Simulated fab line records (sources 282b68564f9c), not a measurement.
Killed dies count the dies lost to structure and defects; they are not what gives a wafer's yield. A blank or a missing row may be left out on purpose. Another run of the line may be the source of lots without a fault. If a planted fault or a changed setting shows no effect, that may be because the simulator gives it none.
Comparing a struck lot with a sound one | flow rit cmos | 43 out of 202 route steps
Sound: the wafers L828.4, L828.5, L828.6. The struck wafers were L843.3, L843.4, L843.5. The cause is given at the end.
For every step that has rows: the tool of each side, followed by ch and its chambers, followed by its first start. Under that, the readings that differ: sound wafers | struck wafers | difference of the means | sigmas: that difference in standard deviations of wafers without a fault.
alike: readings with means less than 2 such deviations apart, plus words and numbers identical on both sides. not compared: withheld readings, readings lacking a value on some wafer, bounds such as >300 that could conceal the same value, and numbers that have no deviation in the record and whose values overlap.
Wherever a step has rows on one side only, a row that says differs or no value, or a row with sigmas, the two part there. Numbers that don't overlap but have no deviation are shown without sigmas and don't part them. Lack of a reading on every wafer of one side parts them only where that side has two or more wafers.

first, 2 steps without rows for these wafers: RIT_FOX2_CLEAN_02 (cleans in dHF, time 180 s); RIT_FOX2_WET_ETCH_03 (etches Si3N4 in H3PO4, target depth 195 nm, time 2700 s).
RIT_FOX2_THK_MEAS_90:
  sound on film metro-04, day 3 06:35; struck on film metro-04, day 6 10:13
  alike: FIELD_OXIDE_LEFT_1_THK
then, 6 steps without rows for these wafers: RIT_NWELL_HMDS_00 (prime time 61.01 s); RIT_NWELL_COAT_01 (resist thk 1300 nm); RIT_NWELL_SOFTBAKE_02 (time 60 s); RIT_NWELL_EXPOSE_03 (exposes mask M2, target cd 43900 nm); RIT_NWELL_PEB_04; RIT_NWELL_DEVELOP_05 (develop time 68 s).
RIT_NWELL_OVL_MEAS_06:
  sound on overlay-02, day 3 07:31; struck on overlay-01, day 6 11:11
  alike: NWELL_OVL
then, 2 steps without rows for these wafers: RIT_NWELL_HARDBAKE_07 (time 120 s); RIT_NWELL_IMPLANT_08.
RIT_NWELL_STRIP_09: strips in O2, time 180 s.
  sound on plasma asher-02 ch 0,1, day 3 07:59; struck on plasma asher-04 ch 0,1, day 6 11:40
  alike: drypump motor current A, o2 flow sccm
  not compared: rf hours counter h
RIT_NWELL_TW_MEAS_10:
  sound on film metro-04, day 3 08:08; struck on film metro-04, day 6 11:48
  alike: NWELL_TW
then, 6 steps without rows for these wafers: RIT_PWELL_HMDS_00 (prime time 60 s); RIT_PWELL_COAT_01 (resist thk 1300 nm); RIT_PWELL_SOFTBAKE_02 (time 60 s); RIT_PWELL_EXPOSE_03 (exposes mask M3, target cd 43700 nm); RIT_PWELL_PEB_04; RIT_PWELL_DEVELOP_05 (develop time 68 s).
RIT_PWELL_OVL_MEAS_06:
  sound on overlay-01, day 3 09:04; struck on overlay-02, day 6 12:44
  reading        | sound       | struck        | difference | sigmas
  PWELL_OVL (nm) | 2.7 3.9 3.5 | -2.5 0.1 -1.4 | -4.6       | -3
then, 2 steps without rows for these wafers: RIT_PWELL_HARDBAKE_07 (time 120 s); RIT_PWELL_IMPLANT_08.
RIT_PWELL_STRIP_09: strips in O2, time 180 s.
  sound on plasma asher-03 ch 0,1, day 3 09:32; struck on plasma asher-01 ch 0,1, day 6 13:13
  alike: drypump motor current A, o2 flow sccm
  not compared: rf hours counter h
RIT_PWELL_TW_MEAS_10:
  sound on film metro-01, day 3 09:41; struck on film metro-03, day 6 13:21
  alike: PWELL_TW
then, 1 step without rows for these wafers: RIT_WELLDRIVE_ANNEAL_00 (time 14700 s).
RIT_WELLDRIVE_RS_MEAS_01: the measuring method here is four-point-probe.
  sound on film metro-04, day 3 14:52; struck on film metro-04, day 6 19:04
  alike: NWELL_RS
RIT_WELLDRIVE_RS_MEAS_02: the measuring method here is four-point-probe.
  sound on film metro-04, day 3 14:59; struck on film metro-04, day 6 19:11
  alike: PWELL_RS
then, 6 steps without rows for these wafers: RIT_NRETRO_HMDS_00 (prime time 60 s); RIT_NRETRO_COAT_01 (resist thk 1300 nm); RIT_NRETRO_SOFTBAKE_02 (time 60 s); RIT_NRETRO_EXPOSE_03 (exposes mask M4, target cd 43900 nm); RIT_NRETRO_PEB_04; RIT_NRETRO_DEVELOP_05 (develop time 68 s).
RIT_NRETRO_OVL_MEAS_06:
  sound on overlay-01, day 3 16:01; struck on overlay-01, day 6 20:25
  alike: NRETRO_OVL
then, 2 steps without rows for these wafers: RIT_NRETRO_HARDBAKE_07 (time 120 s); RIT_NRETRO_IMPLANT_08.
RIT_NRETRO_STRIP_09: strips in O2, time 180 s.
  sound on plasma asher-02 ch 0,1, day 3 16:29; struck on plasma asher-02 ch 0,1, day 6 20:53
  alike: drypump motor current A, o2 flow sccm
  not compared: rf hours counter h
RIT_NRETRO_TW_MEAS_10:
  sound on film metro-03, day 3 16:38; struck on film metro-03, day 6 21:01
  alike: NRETRO_TW
then, 3 steps without rows for these wafers: RIT_PRETRO_HMDS_00 (prime time 60 s); RIT_PRETRO_COAT_01 (resist thk 1300 nm); RIT_PRETRO_SOFTBAKE_02 (time 60 s).
RIT_M1_PROBE_99:
  sound on prober-02, day 4 20:31; struck on prober-01, day 7 23:16
  reading             | sound   | struck   | difference | sigmas
  killed at contacts  | 0 0 0   | 0 2 0    | +1         | +2
  killed at front end | 11 14 7 | 38 23 35 | +21        | +6
  killed dies         | 11 14 7 | 38 25 35 | +22        | +7
  alike: killed open, killed short

## WHERE THEY PART
Earliest at RIT_PWELL_OVL_MEAS_06; latest, in this record, at RIT_M1_PROBE_99.

WHY: what the simulator had put in
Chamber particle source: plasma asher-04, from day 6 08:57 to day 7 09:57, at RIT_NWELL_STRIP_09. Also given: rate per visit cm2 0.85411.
